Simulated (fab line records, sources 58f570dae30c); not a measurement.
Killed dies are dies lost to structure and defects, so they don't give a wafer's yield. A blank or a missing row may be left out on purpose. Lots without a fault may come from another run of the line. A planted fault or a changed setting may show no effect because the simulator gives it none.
Problem report in the 8D (eight disciplines) form, filled by code | flow berkeley_cmos170 | the parts of the form that need people (team, actions taken, sign-off) are left out

1. THE PROBLEM
oes_product_au at UCB170_PLDD_STRIP_10 reads a mean of 0.654 a.u. on 6 wafers of 2 lots; wafers without a fault read 0.734 a.u. with a standard deviation of 0.0046. That is -17 standard deviations from the usual mean.
The step: strips in O2.
First seen on wafer L241.1, day 8 10:00, on plasma_asher-04. The record holds 42 wafers of 14 lots with a number at this step. Rule for "out", or "out of limits": more than 4 standard deviations from the usual mean. The other wafers with a number count as sound.

2. WHAT IT IS AND WHAT IT IS NOT
question                    | is                     | is not
which readings at this step | oes_product_au         | drypump_motor_current_A, o2_flow_sccm
which lots                  | L241, L246             | L235, L236, L238, L243, L244, L248, L250, L251, L253, L256, L257, L258
which wafers of those lots  | all that have a number | -
read on which tools         | plasma_asher-04        | plasma_asher-01, plasma_asher-02
when                        | from day 8 10:00       | up to then (15 sound wafers); but 21 sound wafers of L248, L250, L251, L253, L256, L257, L258 came after

3. SUSPECTS, AND WHAT RULES EACH OUT
Counting: a tool at a process step up to the reading stays a suspect if it ran every lot that is out and no sound lot after the first of them.
- plasma_asher-04 at UCB170_PLDD_STRIP_10 (strips in O2): ruled out as a lasting fault. Sound lots L257 ran on it after its first lot that is out, L241 (day 8 10:00).
Left after counting: nothing in the record.

4. THE CAUSE (what the simulator had put in)
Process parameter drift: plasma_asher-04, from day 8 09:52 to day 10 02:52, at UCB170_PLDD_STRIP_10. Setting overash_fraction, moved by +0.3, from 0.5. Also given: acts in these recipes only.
Counting ruled it out, wrongly.

5. THE CHAIN OF EFFECTS, in route order
Each row: a reading whose mean over the struck wafers that have a number lies more than 3 standard deviations from the usual. Only readings for which the record gives a usual standard deviation are gone through. hours: the time from each lot's start at the first step in this table that gives one to its start at this step, as a median over the lots. sigmas: the change in usual standard deviations.
hours | step                 | reading        | usual      | on struck wafers | change | sigmas
0     | UCB170_PLDD_STRIP_10 | oes_product_au | 0.734 a.u. | 0.654            | -0.080 | -17
The process steps in it:
- UCB170_PLDD_STRIP_10: strips in O2.

6. WHAT WOULD HAVE CAUGHT IT SOONER
In this record the first reading out of limits was taken at day 8 10:00, 0 hours after the fault began at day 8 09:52.
